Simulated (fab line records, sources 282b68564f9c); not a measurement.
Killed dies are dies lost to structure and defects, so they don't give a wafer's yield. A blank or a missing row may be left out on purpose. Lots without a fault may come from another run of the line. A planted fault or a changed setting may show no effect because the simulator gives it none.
fab line records | flow rit_cmos
record lots=15 wafers=45 last_day=7
route steps=202 shown PRETRO@69 CONTACT@176 M1@202
lots that met no fault: from a run of the same line without faults
start_h: hours from the record's first day to the start of the lot's first wafer shown | wait_h: hours since the lot's step before | " the same as in the row above | L1.1+2: a row that stands for several wafers | - no value, or no start given | * or withheld: withheld | < > ~ a bound
route shown NAME@n: a module of which the file shows steps, and the number in the route of the first | usual: mean/standard deviation of fault-free wafers | same: alike in all rows | chamber/n: place in a boat | sites: the reading at each site | _std_site: their standard deviation | _edge_site: outer sites' mean less inner sites' | radius_mm: how far each site lies from the wafer's centre | mask NAME#n: copy n | behind: the tool/chamber that last shaped the wafer | hold: why the lot was held/for how many hours/how that ended | device: the transistor (n, p or np) that didn't switch | end of line: the same wafers' tests at the end of the route | a step without rows: its recipe alone | killed: dies lost to structure and defects at the first sort, not the wafer's yield | map: a wafer's dies, x killed, . not, _ none there
set.NAME: the setting as run; set.NAME@STEP: as run at that earlier step | model.NAME: the simulator's own value behind a step, which no gauge read
steps of the route over a sample of lots; a table a step, a row a wafer
## steps
# step RIT_PRETRO_DEVELOP_05
# recipe resist=NOVOLAK develop_time_s=68 dev_temp_c=23
# usual developer_temp_C=23.01/0.1
# columns lot.wafer tool chamber start_h wait_h developer_temp_C
L550.1 litho_track-01 0 42 - 23.05
L550.4 " 0 " " 23.13
L550.6 " 0 " " 22.86
L551.2 litho_track-01 0 45 - 23.11
L551.3 " 0 46 - 23.06
L551.4 " 0 " " 23.21
L552.1 litho_track-03 0 52 - 22.97
L552.2 " 0 " " 23.05
L552.3 " 0 " " 23.09
L553.1 litho_track-01 0 56 - 23.00
L553.2 " 0 " " 22.85
L553.3 " 0 " " 23.13
L554.1 litho_track-03 0 62 - 23.12
L554.4 " 0 " " 23.12
L554.5 " 0 " " 23.06
L555.1 litho_track-02 0 66 - 23.00
L555.2 " 0 " " 22.85
L555.5 " 0 " " 22.85
L556.1 litho_track-03 0 70 - 23.12
L556.2 " 0 " " 23.05
L556.3 " 0 " " 23.03
L558.1 litho_track-01 0 82 - 25.23
L558.3 " 0 " " 25.19
L558.5 " 0 " " 25.24
L560.1 litho_track-01 0 92 - 25.31
L560.3 " 0 " " 25.18
L560.6 " 0 " " 25.30
L561.1 litho_track-02 0 96 - 23.09
L561.2 " 0 " " 23.12
L561.4 " 0 " " 23.09
L562.2 litho_track-01 0 101 - 25.05
L562.3 " 0 " " 25.35
L562.6 " 0 102 - 25.27
L566.2 litho_track-02 0 123 - 22.94
L566.4 " 0 " " 23.04
L566.6 " 0 " " 23.02
L568.1 litho_track-02 0 131 - 23.08
L568.3 " 0 " " 22.98
L568.5 " 0 " " 22.97
L570.1 litho_track-02 0 144 - 23.07
L570.3 " 0 " " 22.97
L570.6 " 0 " " 22.99
L571.1 litho_track-02 0 149 - 23.12
L571.4 " 0 " " 23.18
L571.6 " 0 " " 23.16
# step RIT_CONTACT_CD_MEAS_08
# recipe target_cd_nm=1000
# usual cd_nm=999.8/2.1
# columns lot.wafer tool chamber start_h wait_h cd_nm
L550.1 cd_sem-02 - 64.08 - 1000.8
L550.4 " - " " 1000.6
L550.6 " - " " 1002.3
L551.2 cd_sem-02 - 66.39 - 994.8
L551.3 " - " " 995.5
L551.4 " - " " 995.1
L552.1 cd_sem-01 - 74.68 - 999.5
L552.2 " - " " 1000.9
L552.3 " - " " 1000.2
L553.1 cd_sem-01 - 78.78 - 999.4
L553.2 " - " " 997.8
L553.3 " - " " 996.9
L554.1 cd_sem-01 - 88.11 - 998.0
L554.4 " - " " 997.5
L554.5 " - " " 995.7
L555.1 cd_sem-02 - 89.17 - 1000.6
L555.2 " - " " 1000.7
L555.5 " - " " 999.1
L556.1 cd_sem-02 - 94.22 - 1001.1
L556.2 " - " " 1001.5
L556.3 " - " " 1003.2
L558.1 cd_sem-01 - 106.62 - 1001.8
L558.3 " - " " 1001.5
L558.5 " - " " 1001.1
L560.1 cd_sem-02 - 116.13 - 1000.1
L560.3 " - " " 1000.3
L560.6 " - " " 998.3
L561.1 cd_sem-01 - 121.65 - 1000.1
L561.2 " - " " 1000.7
L561.4 " - " " 1000.8
L562.2 cd_sem-02 - 125.50 - 998.9
L562.3 " - " " 996.4
L562.6 " - " " 999.4
L566.2 cd_sem-01 - 147.20 - 1002.4
L566.4 " - " " 1003.4
L566.6 " - " " 1003.2
L568.1 cd_sem-01 - 155.44 - 1001.5
L568.3 " - " " 999.4
L568.5 " - " " 1002.6
L570.1 cd_sem-01 - 166.75 - 1001.0
L570.3 " - " " 999.8
L570.6 " - " " 1002.0
L571.1 cd_sem-02 - 173.82 - 999.1
L571.4 " - " " 1000.0
L571.6 " - " " 999.1
# step RIT_M1_PROBE_99
# usual killed_at_contacts=0.1/0.31 killed_at_front_end=7/3.2 killed_dies=7/3.2 killed_open=3.6/1.9 killed_short=3.6/2
# same gross_dies=264 killed_at_M0_to_M3=0 killed_at_M4_up=0 killed_at_back_side=0 killed_at_other=0
# columns lot.wafer tool chamber start_h wait_h killed_at_contacts killed_at_front_end killed_dies killed_open killed_short
L554.1 prober-02 - 93.29 0.1 0 9 9 3 6
L554.4 prober-02 - 93.44 0.2 0 7 7 3 4
L554.5 prober-02 - 93.49 0.2 0 6 6 2 4
L555.1 prober-01 - 94.79 0.1 0 8 8 3 5
L555.2 prober-01 - 94.84 0.1 0 9 9 7 2
L555.5 prober-01 - 94.99 0.2 0 7 7 3 4
L560.1 prober-02 - 121.38 0.1 0 11 11 5 6
L560.3 prober-02 - 121.48 0.2 0 8 8 4 4
L560.6 prober-02 - 121.63 0.2 0 10 10 4 6
L561.1 prober-01 - 126.84 0.1 0 7 7 3 4
L561.2 prober-01 - 126.89 0.1 0 3 3 3 0
L561.4 prober-01 - 126.99 0.2 0 5 5 4 1
L571.1 prober-01 - 179.31 0.1 0 11 11 5 6
L571.4 prober-01 - 179.46 0.2 0 10 10 8 2
L571.6 prober-01 - 179.56 0.2 0 7 7 4 3
# killed by level:class
L554.1 GATE:geometric_particle:short=2 SPACER:geometric_particle:short=2 FOX2:geometric_particle:open=1 FOX2:geometric_particle:short=1 GATE:geometric_particle:open=1 REOX:geometric_particle:short=1 REOX:geometric_particle:open=1
L554.4 FOX2:geometric_particle:open=1 GATE:geometric_particle:open=1 GATE:geometric_particle:short=1 REOX:geometric_particle:short=1 REOX:geometric_particle:open=1 SPACER:geometric_particle:short=1 SILICIDE:geometric_particle:short=1
L554.5 GATE:geometric_particle:short=2 REOX:geometric_particle:short=2 GATE:geometric_particle:open=1 SPACER:geometric_particle:open=1
L555.1 SPACER:geometric_particle:short=2 SILICIDE:geometric_particle:open=2 FOX1:geometric_particle:open=1 FOX1:geometric_particle:short=1 GATE:geometric_particle:short=1 SILICIDE:geometric_particle:short=1
L555.2 FOX1:geometric_particle:open=3 FOX1:geometric_particle:short=1 GATE:geometric_particle:open=1 REOX:geometric_particle:open=1 SPACER:geometric_particle:short=1 SPACER:geometric_particle:open=1 SILICIDE:geometric_particle:open=1
L555.5 SILICIDE:geometric_particle:short=3 SILICIDE:geometric_particle:open=2 GATE:geometric_particle:short=1 GATE:geometric_particle:open=1
L560.1 GATE:geometric_particle:short=5 GATE:geometric_particle:open=2 SPACER:geometric_particle:open=2 FOX2:geometric_particle:open=1 REOX:geometric_particle:short=1
L560.3 FOX1:geometric_particle:open=2 SILICIDE:geometric_particle:short=2 GATE:geometric_particle:short=1 REOX:geometric_particle:open=1 REOX:geometric_particle:short=1 SILICIDE:geometric_particle:open=1
L560.6 SPACER:geometric_particle:short=3 GATE:geometric_particle:open=2 GATE:geometric_particle:short=2 SPACER:geometric_particle:open=2 SILICIDE:geometric_particle:short=1
L561.1 SILICIDE:geometric_particle:short=2 SILICIDE:geometric_particle:open=1 FOX1:geometric_particle:open=1 GATE:geometric_particle:short=1 REOX:geometric_particle:short=1 SPACER:geometric_particle:open=1
L561.2 REOX:geometric_particle:open=1 SPACER:geometric_particle:open=1 SILICIDE:geometric_particle:open=1
L561.4 GATE:geometric_particle:open=2 FOX2:geometric_particle:open=1 GATE:geometric_particle:short=1 REOX:geometric_particle:open=1
L571.1 GATE:geometric_particle:short=4 FOX2:geometric_particle:open=2 GATE:geometric_particle:open=2 FOX2:geometric_particle:short=1 SPACER:geometric_particle:open=1 SPACER:geometric_particle:short=1
L571.4 FOX1:geometric_particle:open=3 GATE:geometric_particle:open=3 FOX1:geometric_particle:short=2 SPACER:geometric_particle:open=2
L571.6 FOX1:geometric_particle:open=2 FOX1:geometric_particle:short=1 GATE:geometric_particle:open=1 GATE:geometric_particle:short=1 SPACER:geometric_particle:short=1 SILICIDE:geometric_particle:open=1
## key
first_sign step=RIT_PRETRO_DEVELOP_05 reading=developer_temp_C direction=up sigmas=21 usual=* struck=*
effect none on later readings
met_at RIT_PRETRO_DEVELOP_05
struck_lots L558,L560,L562
tester_left_out L558,L560,L562
not_acting_at RIT_CONTACT_CD_MEAS_08
onset_between 56 82
fault kind=process_parameter_drift tool=litho_track-01 chamber=- onset_h=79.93 steps=RIT_PRETRO_DEVELOP_05 channel=dev_temp_c offset=* shape=step end_h=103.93 acts_in=* stated=*
# tester_left_out: of these lots the tester's yield and bins aren't shown, on N5 and GAA mostly nor the transistor test; their killed dies are dies lost to structure and defects alone, not to doping, threshold or leakage, so they don't give the yield
